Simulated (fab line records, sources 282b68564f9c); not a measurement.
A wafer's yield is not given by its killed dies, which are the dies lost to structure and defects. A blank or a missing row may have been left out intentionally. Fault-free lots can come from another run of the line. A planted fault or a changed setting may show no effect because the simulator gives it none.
A single fault, viewed from 2 desks / flow rit-cmos / each desk holds nothing but its own numbers, with what lay behind them at the end

AT THE TOOL OWNER'S DESK: lpcvd-02
The tool's own readings at RIT_ACTIVE_CVD_03 (deposits Si3N4 from SiH2Cl2/NH3, target thk 150 nm, time 1500 s): means of the sampled wafers that have a number, for each lot that ran on this tool. The brackets show how far a lot's mean lies from the usual mean; more than 4 standard deviations puts the lot out of limits, marked OUT.
Columns: A = spike-tc-centre-C at RIT_ACTIVE_CVD_03, usual 811.9 C; B = spike-tc-load-C at RIT_ACTIVE_CVD_03, usual 832 C; C = spike-tc-source-C at RIT_ACTIVE_CVD_03, usual 834.8 C; D = susceptor-temp-C at RIT_ACTIVE_CVD_03, usual 810.0 C
lot=L865; first seen here=day 1 17:07; A=810.9; B=832; C=836.6; D=809.5
lot=L866; first seen here=day 1 22:07; A=811.3; B=831; C=836.3; D=809.8
lot=L867; first seen here=day 2 03:07; A=810.9; B=832; C=837.6; D=810.1
lot=L869; first seen here=day 2 13:07; A=812.2; B=836; C=832.9; D=810.0
lot=L871; first seen here=day 2 23:07; A=811.3; B=832; C=836.8; D=810.2
lot=L879; first seen here=day 4 15:07; A=830.5 (+19) OUT; B=850 (+5.6) OUT; C=856.4 (+10) OUT; D=829.1 (+62) OUT
lot=L881; first seen here=day 5 01:07; A=830.3 (+18) OUT; B=852 (+6.0) OUT; C=856.9 (+11) OUT; D=829.1 (+62) OUT
This desk finds L879, L881 out of limits, L879 being first, at day 4 15:07 (spike-tc-centre-C at RIT_ACTIVE_CVD_03). L865, L866, L867, L869, L871: within limits.

THE METROLOGY DESK
Means of the sampled wafers that have a number, per lot and without regard to the tool the lot ran on: this is what the gauges read. The brackets show how far a lot's mean lies from the usual mean; more than 4 standard deviations puts the lot out of limits, marked OUT.
Columns: A = ACTIVE_NITRIDE_THK at RIT_ACTIVE_THK_MEAS_04, usual 150.4 nm
lot=L864; first seen here=day 1 14:53; A=150.3
lot=L865; first seen here=day 1 19:15; A=150.0
lot=L866; first seen here=day 2 00:14; A=150.7
lot=L867; first seen here=day 2 04:32; A=151.2
lot=L868; first seen here=day 2 09:32; A=150.9
lot=L869; first seen here=day 2 14:32; A=150.1
lot=L870; first seen here=day 2 19:32; A=152.4
lot=L871; first seen here=day 3 00:32; A=149.8
lot=L879; first seen here=day 4 16:33; A=210.3 (+50) OUT
lot=L881; first seen here=day 5 02:32; A=210.9 (+50) OUT
lot=L882; first seen here=day 5 07:32; A=149.5
lot=L885; first seen here=day 5 22:32; A=150.8
lot=L887; first seen here=day 6 08:32; A=150.5
This desk's finding: out of limits on L879, L881; first on L879, day 4 16:33 (ACTIVE_NITRIDE_THK at RIT_ACTIVE_THK_MEAS_04). L864, L865, L866, L867, L868, L869, L870, L871, L882, L885, L887: within limits.

ALL TOGETHER
The tool owner's desk could have raised an alarm at day 4 15:07, on L879, L881.
An alarm was possible from the metrology desk at day 4 16:33, on L879, L881.
Every lot named ran RIT_ACTIVE_CVD_03 on lpcvd-02.

WHAT HAD BEEN PUT IN BY THE SIMULATOR
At RIT_ACTIVE_CVD_03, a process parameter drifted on lpcvd-02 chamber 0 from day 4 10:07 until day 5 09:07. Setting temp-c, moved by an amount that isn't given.
Lots struck among those shown: L879, L881.
Fault start to first reading out of limits, in hours, per desk: tool owner, 5; metrology, 6.
